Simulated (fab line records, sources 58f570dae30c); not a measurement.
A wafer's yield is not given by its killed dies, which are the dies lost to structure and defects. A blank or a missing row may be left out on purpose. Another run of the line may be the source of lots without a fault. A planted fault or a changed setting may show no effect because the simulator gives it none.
Lot-split experiment || flow berkeley-cmos170 || 23 wafers read from 5 lots, route of 331 steps

THE SPLIT ITSELF
At UCB170_FIELD_OXIDATION_01 (target thk 558.3 nm, ox time 7200 s), the setting ox-time-s was moved away from the recipe's 7200 s on 10 of the 23 wafers read, by -12.7% to -11.2%. For the rest of the wafers, this setting stayed at what the recipe calls for.

The reading comes from the split's own step.

THE READING
SiO2_of_FIELD_OXIDATION_01.thk-nm (the simulator's own value, which no gauge read), in nm, at UCB170_FIELD_OXIDATION_01 (target thk 558.3 nm, ox time 7200 s). There is no usual value for it anywhere in the file. Here, 13 wafers ran the recipe; their average is 557.3 nm with a standard deviation of 11 nm.

{"wafer": "L080.1", "tool, chamber at the split": "-, -", "ox-time-s as run, s": 6391, "against the recipe": "-11.2%", "SiO2_of_FIELD_OXIDATION_01.thk-nm, nm": 507.5, "against lot-mates on the recipe": "no lot-mate on the recipe"}
{"wafer": "L080.2", "tool, chamber at the split": "-, -", "ox-time-s as run, s": 6391, "against the recipe": "-11.2%", "SiO2_of_FIELD_OXIDATION_01.thk-nm, nm": 513.8, "against lot-mates on the recipe": "no lot-mate on the recipe"}
{"wafer": "L080.4", "tool, chamber at the split": "-, -", "ox-time-s as run, s": 6391, "against the recipe": "-11.2%", "SiO2_of_FIELD_OXIDATION_01.thk-nm, nm": 499.2, "against lot-mates on the recipe": "no lot-mate on the recipe"}
{"wafer": "L080.5", "tool, chamber at the split": "-, -", "ox-time-s as run, s": 6391, "against the recipe": "-11.2%", "SiO2_of_FIELD_OXIDATION_01.thk-nm, nm": 507.8, "against lot-mates on the recipe": "no lot-mate on the recipe"}
{"wafer": "L080.6", "tool, chamber at the split": "-, -", "ox-time-s as run, s": 6391, "against the recipe": "-11.2%", "SiO2_of_FIELD_OXIDATION_01.thk-nm, nm": 501.6, "against lot-mates on the recipe": "no lot-mate on the recipe"}
{"wafer": "L081.1", "tool, chamber at the split": "-, -", "ox-time-s as run, s": 7200, "against the recipe": "recipe", "SiO2_of_FIELD_OXIDATION_01.thk-nm, nm": 552.3, "against lot-mates on the recipe": "-"}
{"wafer": "L081.2", "tool, chamber at the split": "-, -", "ox-time-s as run, s": 7200, "against the recipe": "recipe", "SiO2_of_FIELD_OXIDATION_01.thk-nm, nm": 553.5, "against lot-mates on the recipe": "-"}
{"wafer": "L081.3", "tool, chamber at the split": "-, -", "ox-time-s as run, s": 7200, "against the recipe": "recipe", "SiO2_of_FIELD_OXIDATION_01.thk-nm, nm": 548.8, "against lot-mates on the recipe": "-"}
{"wafer": "L081.4", "tool, chamber at the split": "-, -", "ox-time-s as run, s": 7200, "against the recipe": "recipe", "SiO2_of_FIELD_OXIDATION_01.thk-nm, nm": 548.7, "against lot-mates on the recipe": "-"}
{"wafer": "L081.6", "tool, chamber at the split": "-, -", "ox-time-s as run, s": 7200, "against the recipe": "recipe", "SiO2_of_FIELD_OXIDATION_01.thk-nm, nm": 542.5, "against lot-mates on the recipe": "-"}
{"wafer": "L082.2", "tool, chamber at the split": "furnace-01, 0", "ox-time-s as run, s": 7200, "against the recipe": "recipe", "SiO2_of_FIELD_OXIDATION_01.thk-nm, nm": 544.8, "against lot-mates on the recipe": "-"}
{"wafer": "L082.3", "tool, chamber at the split": "furnace-01, 0", "ox-time-s as run, s": 7200, "against the recipe": "recipe", "SiO2_of_FIELD_OXIDATION_01.thk-nm, nm": 554.8, "against lot-mates on the recipe": "-"}
{"wafer": "L082.6", "tool, chamber at the split": "furnace-01, 0", "ox-time-s as run, s": 7200, "against the recipe": "recipe", "SiO2_of_FIELD_OXIDATION_01.thk-nm, nm": 551.3, "against lot-mates on the recipe": "-"}
{"wafer": "L084.1", "tool, chamber at the split": "-, -", "ox-time-s as run, s": 7200, "against the recipe": "recipe", "SiO2_of_FIELD_OXIDATION_01.thk-nm, nm": 565.6, "against lot-mates on the recipe": "-"}
{"wafer": "L084.2", "tool, chamber at the split": "-, -", "ox-time-s as run, s": 7200, "against the recipe": "recipe", "SiO2_of_FIELD_OXIDATION_01.thk-nm, nm": 564.8, "against lot-mates on the recipe": "-"}
{"wafer": "L084.3", "tool, chamber at the split": "-, -", "ox-time-s as run, s": 7200, "against the recipe": "recipe", "SiO2_of_FIELD_OXIDATION_01.thk-nm, nm": 572.6, "against lot-mates on the recipe": "-"}
{"wafer": "L084.4", "tool, chamber at the split": "-, -", "ox-time-s as run, s": 7200, "against the recipe": "recipe", "SiO2_of_FIELD_OXIDATION_01.thk-nm, nm": 571.9, "against lot-mates on the recipe": "-"}
{"wafer": "L084.5", "tool, chamber at the split": "-, -", "ox-time-s as run, s": 7200, "against the recipe": "recipe", "SiO2_of_FIELD_OXIDATION_01.thk-nm, nm": 573.5, "against lot-mates on the recipe": "-"}
{"wafer": "L085.1", "tool, chamber at the split": "-, -", "ox-time-s as run, s": 6289, "against the recipe": "-12.7%", "SiO2_of_FIELD_OXIDATION_01.thk-nm, nm": 506.1, "against lot-mates on the recipe": "no lot-mate on the recipe"}
{"wafer": "L085.2", "tool, chamber at the split": "-, -", "ox-time-s as run, s": 6289, "against the recipe": "-12.7%", "SiO2_of_FIELD_OXIDATION_01.thk-nm, nm": 506.4, "against lot-mates on the recipe": "no lot-mate on the recipe"}
{"wafer": "L085.3", "tool, chamber at the split": "-, -", "ox-time-s as run, s": 6289, "against the recipe": "-12.7%", "SiO2_of_FIELD_OXIDATION_01.thk-nm, nm": 514.9, "against lot-mates on the recipe": "no lot-mate on the recipe"}
{"wafer": "L085.4", "tool, chamber at the split": "-, -", "ox-time-s as run, s": 6289, "against the recipe": "-12.7%", "SiO2_of_FIELD_OXIDATION_01.thk-nm, nm": 516.8, "against lot-mates on the recipe": "no lot-mate on the recipe"}
{"wafer": "L085.6", "tool, chamber at the split": "-, -", "ox-time-s as run, s": 6289, "against the recipe": "-12.7%", "SiO2_of_FIELD_OXIDATION_01.thk-nm, nm": 511.1, "against lot-mates on the recipe": "no lot-mate on the recipe"}

FIT RESULTS
A straight line over all 23 wafers: SiO2_of_FIELD_OXIDATION_01.thk-nm changes by +4.04 nm for each +1% of ox-time-s; r = +0.93; the points scatter about the line by 9.7 nm.
Too few moved wafers have a lot-mate on the recipe to fit a line with each lot's own level taken away.

FILE'S OWN FIT
SiO2_of_FIELD_OXIDATION_01.thk-nm changes by +4.04 nm for each +1% of ox-time-s, r = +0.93.
